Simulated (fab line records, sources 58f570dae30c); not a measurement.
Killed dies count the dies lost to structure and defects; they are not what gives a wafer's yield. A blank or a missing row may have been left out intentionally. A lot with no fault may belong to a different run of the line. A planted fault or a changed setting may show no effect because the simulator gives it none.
Comparing a struck lot with a sound one + flow berkeley cmos170 + 15 out of 331 route steps
Sound: these wafers, L469.1, L469.4, L469.6. Struck: wafers L474.1, L474.4, L474.6. At the end, the cause is stated.
Order at every step that has rows: each side's tool, ch and its chambers, its first start. Under that, the readings that differ: sound wafers + struck wafers + difference of the means + sigmas: that difference in standard deviations of wafers without a fault.
alike: readings with means less than 2 such deviations apart, plus words and numbers identical on both sides. not compared: withheld readings, readings lacking a value on some wafer, bounds such as >300 that could conceal the same value, and numbers that have no deviation in the record and whose values overlap.
Wherever a step has rows on one side only, a row that says differs or no value, or a row with sigmas, the two part there. Non-overlapping numbers with no deviation appear without sigmas and do not part them. A reading that every wafer of one side lacks parts them only if that side has two wafers or more.

first, 6 steps without rows for these wafers: UCB170_M1_COAT_03; UCB170_M1_COAT_04 (resist thk 900 nm); UCB170_M1_SOFTBAKE_05 (time 60 s); UCB170_M1_EXPOSE_06 (exposes mask METAL1, target cd 700 nm); UCB170_M1_PEB_07; UCB170_M1_DEVELOP_08 (develop time 45 s).
UCB170_M1_CD_MEAS_09: target cd 700 nm.
  struck on cd sem-01, day 9 21:20; sound on cd sem-01, day 8 18:06
  alike: cd nm
UCB170_M1_OVL_MEAS_10:
  struck on overlay-01, day 9 21:27; sound on overlay-02, day 8 18:13
  alike: M1_OVL
UCB170_M1_ETCH_11: etches BARC in N2/H2.
  sound on rie diel-04 ch 2,3, day 8 18:15; struck on rie diel-04 ch 0,1,3, day 9 21:29
  alike: drypump motor current A, oes product au, throttle valve pct
UCB170_M1_METAL_ETCH_12: etches Al in Cl2/BCl3, stops on PSG, target depth 780 nm, time 130 s.
  sound on rie metal-02 ch 0,1, day 8 18:17; struck on rie metal-01 ch 0,1, day 9 21:32
| reading                | sound             | struck            | difference | sigmas |
|------------------------|-------------------|-------------------|------------|--------|
| throttle valve pct (%) | 24.58 24.55 24.58 | 24.09 24.10 24.23 | -0.43      | -2     |
  alike: drypump motor current A, oes product au
  not compared: rf hours counter h
UCB170_M1_STRIP_13: strips in O2.
  sound on plasma asher-01 ch 0,1, day 8 18:26; struck on plasma asher-01 ch 0,1, day 9 21:40
  alike: drypump motor current A, oes product au
  not compared: rf hours counter h
UCB170_M1_CD_MEAS_90: target cd 700 nm.
  struck on cd sem-02, day 9 21:46; sound on cd sem-02, day 8 18:34
  alike: cd nm
UCB170_M1_ANNEAL_14: time 1200 s.
  sound on furnace-03 ch 0, day 8 19:58; struck on furnace-03 ch 0, day 9 22:23
| reading                   | sound                | struck               | difference | sigmas      |
|---------------------------|----------------------|----------------------|------------|-------------|
| spike tc centre C (C)     | 402.7 401.6 401.0    | 411.1 411.3 411.3    | +9.5       | +9          |
| spike tc load C (C)       | 420.8 420.2 420.4    | 430.8 429.8 431.8    | +10.3      | +11         |
| spike tc source C (C)     | 417.8 416.2 418.3    | 427.2 426.8 428.6    | +10.1      | +10         |
| tube center temp C (C)    | 399.97 399.98 400.03 | 409.89 409.86 409.9  | +9.89      | +99 or more |
| tube_center_temp_C_max    | 400.74 401.06 401.15 | 411.16 410.91 410.95 | +10.02     | +59         |
| zone power centre pct (%) | 16.21 16.52 16.22    | 16.56 16.75 16.75    | +0.37      | +2          |
| zone power load pct (%)   | 5.79 5.99 5.93       | 6.10 6.02 6.10       | +0.17      | +3          |
| zone power source pct (%) | 5.40 5.34 5.49       | 5.48 5.55 5.58       | +0.13      | +2          |
UCB170_V1_CVD_00: deposits SiO2 from TEOS/O2, target thk 2000 nm, time 250 s.
  sound on pecvd-01 ch 0,1,2, day 8 21:19; struck on pecvd-04 ch 0,1,2, day 9 23:43
  alike: heater power w, susceptor temp C
UCB170_M3_PROBE_99:
  rows exist in the record for the struck wafers here (prober-02, day 10 10:34), but not for the sound ones

== WHERE THEY PART ==
Last at UCB170_M3_PROBE_99 as far as this record goes, first at UCB170_M1_METAL_ETCH_12.

WHY: what the simulator had put in
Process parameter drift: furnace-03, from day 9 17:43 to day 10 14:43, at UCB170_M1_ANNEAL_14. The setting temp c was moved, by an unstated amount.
